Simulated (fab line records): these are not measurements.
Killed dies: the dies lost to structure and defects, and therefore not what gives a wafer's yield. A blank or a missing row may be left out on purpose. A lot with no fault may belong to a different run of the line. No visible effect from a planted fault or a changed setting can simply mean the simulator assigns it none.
What tool caused it? :: flow rit-cmos :: Sampling: 14 lots, 42 wafers, 5 of 202 route steps

== WHAT THE GAUGES READ, wafer by wafer ==
RIT_ACTIVE_CD_MEAS_11: the cd target is 1400 nm. Usual: cd-nm reads 1399.6 nm (standard deviation 2.5).
lot: L774
measured: day 1 20:41
on: cd-sem-02
cd-nm (nm): 1402.0 1400.3 1403.1
flag: 

lot: L775
measured: day 2 01:16
on: cd-sem-02
cd-nm (nm): 1401.1 1402.4 1400.3
flag: 

lot: L776
measured: day 2 07:20
on: cd-sem-02
cd-nm (nm): 1397.9 1399.7 1399.3
flag: 

lot: L777
measured: day 2 10:45
on: cd-sem-02
cd-nm (nm): 1400.2 1399.0 1398.9
flag: 

lot: L778
measured: day 2 19:16
on: cd-sem-02
cd-nm (nm): 1403.0 1406.3 1403.2
flag: 

lot: L781
measured: day 3 06:26
on: cd-sem-02
cd-nm (nm): 1394.5 1395.6 1392.8
flag: 

lot: L782
measured: day 3 13:00
on: cd-sem-02
cd-nm (nm): 1394.5 1392.7 1395.0
flag: 

lot: L784
measured: day 3 23:08
on: cd-sem-01
cd-nm (nm): 1398.5 1400.4 1400.8
flag: 

lot: L785
measured: day 4 02:38
on: cd-sem-02
cd-nm (nm): 1398.7 1399.8 1398.9
flag: 

lot: L788
measured: day 4 21:07
on: cd-sem-02
cd-nm (nm): 1355.0 1356.0 1356.1
flag: OFF

lot: L790
measured: day 5 04:27
on: cd-sem-02
cd-nm (nm): 1356.6 1358.2 1358.3
flag: OFF

lot: L792
measured: day 5 16:08
on: cd-sem-01
cd-nm (nm): 1400.1 1399.7 1399.9
flag: 

lot: L793
measured: day 5 19:11
on: cd-sem-01
cd-nm (nm): 1397.8 1398.3 1400.4
flag: 

lot: L796
measured: day 6 10:30
on: cd-sem-01
cd-nm (nm): 1400.0 1399.8 1400.0
flag: 

RIT_FOX2_THK_MEAS_01. Usual: FOX2_OXIDE_THK 351 nm, standard deviation 6.8.
lot: L774
measured: day 2 02:26
on: film-metro-04
FOX2_OXIDE_THK (nm): 359 360 357
flag: 

lot: L775
measured: day 2 06:19
on: film-metro-01
FOX2_OXIDE_THK (nm): 356 357 354
flag: 

lot: L776
measured: day 2 11:43
on: film-metro-01
FOX2_OXIDE_THK (nm): 358 356 352
flag: 

lot: L777
measured: day 2 20:56
on: film-metro-01
FOX2_OXIDE_THK (nm): 346 341 342
flag: 

lot: L778
measured: day 3 00:25
on: film-metro-02
FOX2_OXIDE_THK (nm): 344 350 346
flag: 

lot: L781
measured: day 3 12:59
on: film-metro-01
FOX2_OXIDE_THK (nm): 345 350 347
flag: 

lot: L782
measured: day 3 18:26
on: film-metro-01
FOX2_OXIDE_THK (nm): 336 346 345
flag: 

lot: L784
measured: day 4 03:43
on: film-metro-04
FOX2_OXIDE_THK (nm): 370 362 368
flag: 

lot: L785
measured: day 4 08:38
on: film-metro-01
FOX2_OXIDE_THK (nm): 342 349 349
flag: 

lot: L788
measured: day 5 01:35
on: film-metro-02
FOX2_OXIDE_THK (nm): 350 354 353
flag: 

lot: L790
measured: day 5 09:13
on: film-metro-01
FOX2_OXIDE_THK (nm): 349 348 341
flag: 

lot: L792
measured: day 5 20:00
on: film-metro-01
FOX2_OXIDE_THK (nm): 349 348 349
flag: 

lot: L793
measured: day 6 00:01
on: film-metro-01
FOX2_OXIDE_THK (nm): 353 359 353
flag: 

lot: L796
measured: day 6 16:27
on: film-metro-04
FOX2_OXIDE_THK (nm): 350 348 348
flag: 

RIT_GATE_CD_MEAS_16: the cd target is 150 nm. Usual: cd-nm reads 150.2 nm (standard deviation 2.7).
lot: L774
measured: day 3 00:02
on: cd-sem-01
cd-nm (nm): 149.6 147.3 145.8
flag: 

lot: L775
measured: day 3 03:07
on: cd-sem-02
cd-nm (nm): 149.8 151.2 149.8
flag: 

lot: L776
measured: day 3 11:52
on: cd-sem-02
cd-nm (nm): 149.0 150.8 149.2
flag: 

lot: L777
measured: day 3 15:09
on: cd-sem-01
cd-nm (nm): 149.8 150.6 151.4
flag: 

lot: L778
measured: day 3 21:15
on: cd-sem-02
cd-nm (nm): 148.3 150.1 151.0
flag: 

lot: L781
measured: day 4 11:45
on: cd-sem-02
cd-nm (nm): 150.7 149.9 148.2
flag: 

lot: L782
measured: day 4 13:40
on: cd-sem-01
cd-nm (nm): 149.6 148.2 150.4
flag: 

lot: L784
measured: day 5 02:17
on: cd-sem-02
cd-nm (nm): 146.9 145.7 147.2
flag: 

lot: L785
measured: day 5 03:19
on: cd-sem-02
cd-nm (nm): 152.5 152.2 150.3
flag: 

lot: L788
measured: day 5 19:52
on: cd-sem-01
cd-nm (nm): 148.0 149.7 145.8
flag: 

lot: L790
measured: day 6 05:52
on: cd-sem-02
cd-nm (nm): 153.1 152.6 152.3
flag: 

lot: L792
measured: day 6 17:13
on: cd-sem-01
cd-nm (nm): 147.9 148.7 149.3
flag: 

lot: L793
measured: day 6 19:25
on: cd-sem-02
cd-nm (nm): 151.0 151.8 150.6
flag: 

lot: L796
measured: day 7 09:56
on: cd-sem-02
cd-nm (nm): 149.0 149.8 148.5
flag: 

== WHAT TOOL EACH LOT RAN ON (gives the tool, then ch and the chambers of the sampled wafers, and finally the start) ==
lot: L774
RIT_ACTIVE_DEVELOP_10: litho-track-04 ch 0, day 1 20:00
RIT_NRETRO_STRIP_09: plasma-asher-03 ch 0,1, day 2 13:25

lot: L775
RIT_ACTIVE_DEVELOP_10: litho-track-02 ch 0, day 2 01:00
RIT_NRETRO_STRIP_09: plasma-asher-03 ch 0,1, day 2 18:44

lot: L776
RIT_ACTIVE_DEVELOP_10: litho-track-03 ch 0, day 2 07:00
RIT_NRETRO_STRIP_09: plasma-asher-03 ch 0,1, day 3 01:29

lot: L777
RIT_ACTIVE_DEVELOP_10: litho-track-02 ch 0, day 2 10:00
RIT_NRETRO_STRIP_09: plasma-asher-03 ch 0, day 3 07:51

lot: L778
RIT_ACTIVE_DEVELOP_10: litho-track-04 ch 0, day 2 19:00
RIT_NRETRO_STRIP_09: plasma-asher-04 ch 0,1, day 3 13:41

lot: L781
RIT_ACTIVE_DEVELOP_10: litho-track-04 ch 0, day 3 06:00
RIT_NRETRO_STRIP_09: plasma-asher-02 ch 0,1, day 4 02:23

lot: L782
RIT_ACTIVE_DEVELOP_10: litho-track-02 ch 0, day 3 12:00
RIT_NRETRO_STRIP_09: plasma-asher-03 ch 0,1, day 4 06:49

lot: L784
RIT_ACTIVE_DEVELOP_10: litho-track-02 ch 0, day 3 22:00
RIT_NRETRO_STRIP_09: plasma-asher-04 ch 1, day 4 15:29

lot: L785
RIT_ACTIVE_DEVELOP_10: litho-track-03 ch 0, day 4 02:00
RIT_NRETRO_STRIP_09: plasma-asher-04 ch 0,1, day 4 19:22

lot: L788
RIT_ACTIVE_DEVELOP_10: litho-track-04 ch 0, day 4 20:00
RIT_NRETRO_STRIP_09: plasma-asher-02 ch 0,1, day 5 13:16

lot: L790
RIT_ACTIVE_DEVELOP_10: litho-track-04 ch 0, day 5 04:00
RIT_NRETRO_STRIP_09: plasma-asher-02 ch 0, day 5 20:30

lot: L792
RIT_ACTIVE_DEVELOP_10: litho-track-02 ch 0, day 5 15:00
RIT_NRETRO_STRIP_09: plasma-asher-02 ch 0,1, day 6 07:57

lot: L793
RIT_ACTIVE_DEVELOP_10: litho-track-03 ch 0, day 5 19:00
RIT_NRETRO_STRIP_09: plasma-asher-02 ch 0,1, day 6 10:56

lot: L796
RIT_ACTIVE_DEVELOP_10: litho-track-02 ch 0, day 6 10:00
RIT_NRETRO_STRIP_09: plasma-asher-02 ch 0,1, day 7 03:37
- RIT_ACTIVE_DEVELOP_10: develop time 50 s.
- RIT_NRETRO_STRIP_09: strips in O2, time 180 s.

== AS READ BY THE TOOLS THEMSELVES (means over the sampled wafers that have a number; for cases with no such wafer, the mark the record gives instead) ==
RIT_NRETRO_STRIP_09. Usual: chamber-pressure-mTorr 4000 mTorr, standard deviation 3.7; drypump-motor-current-A 5.6 A, standard deviation 0.3.
lot: L774
tool: plasma-asher-03
chamber-pressure-mTorr (mTorr): 4000
drypump-motor-current-A (A): 5.2
flag: 

lot: L775
tool: plasma-asher-03
chamber-pressure-mTorr (mTorr): 4000
drypump-motor-current-A (A): 5.3
flag: 

lot: L776
tool: plasma-asher-03
chamber-pressure-mTorr (mTorr): 3997
drypump-motor-current-A (A): 5.3
flag: 

lot: L777
tool: plasma-asher-03
chamber-pressure-mTorr (mTorr): 4001
drypump-motor-current-A (A): 5.3
flag: 

lot: L778
tool: plasma-asher-04
chamber-pressure-mTorr (mTorr): 4000
drypump-motor-current-A (A): 5.8
flag: 

lot: L781
tool: plasma-asher-02
chamber-pressure-mTorr (mTorr): 4000
drypump-motor-current-A (A): 5.8
flag: 

lot: L782
tool: plasma-asher-03
chamber-pressure-mTorr (mTorr): 4000
drypump-motor-current-A (A): 5.3
flag: 

lot: L784
tool: plasma-asher-04
chamber-pressure-mTorr (mTorr): 4001
drypump-motor-current-A (A): 5.8
flag: 

lot: L785
tool: plasma-asher-04
chamber-pressure-mTorr (mTorr): 3999
drypump-motor-current-A (A): 5.8
flag: 

lot: L788
tool: plasma-asher-02
chamber-pressure-mTorr (mTorr): 4001
drypump-motor-current-A (A): 5.8
flag: 

lot: L790
tool: plasma-asher-02
chamber-pressure-mTorr (mTorr): 3998
drypump-motor-current-A (A): 5.7
flag: 

lot: L792
tool: plasma-asher-02
chamber-pressure-mTorr (mTorr): 4001
drypump-motor-current-A (A): 5.8
flag: 

lot: L793
tool: plasma-asher-02
chamber-pressure-mTorr (mTorr): 4002
drypump-motor-current-A (A): 5.9
flag: 

lot: L796
tool: plasma-asher-02
chamber-pressure-mTorr (mTorr): 3999
drypump-motor-current-A (A): 5.9
flag: 

== THE ANSWER, worked out from the rows above alone ==
Rule: lot off if the mean of its wafers having a number is beyond 3 standard deviations from the usual mean. A lot without any number at a reading at which 4 lots or more have one is off too. The other lots that the step has rows for count as sound. The gauges are gone through in route order, then the tools' own readings, and for those a lot's mean is taken as printed above. The first step at which some lot is off is used, and at that step the reading that is off furthest; a lot without a number counts as furthest.
Off at RIT_ACTIVE_CD_MEAS_11 (cd-nm): L788, L790.
A tool fits if, at a process step before that reading, it ran every lot that is off, and no sound lot after the first of them. The gauges at RIT_ACTIVE_CD_MEAS_11 are tried like those tools. Can't be told from this: 2 tools fit, litho-track-04 at RIT_ACTIVE_DEVELOP_10, cd-sem-02 at RIT_ACTIVE_CD_MEAS_11.

== WHAT WAS PUT IN BY THE SIMULATOR ==
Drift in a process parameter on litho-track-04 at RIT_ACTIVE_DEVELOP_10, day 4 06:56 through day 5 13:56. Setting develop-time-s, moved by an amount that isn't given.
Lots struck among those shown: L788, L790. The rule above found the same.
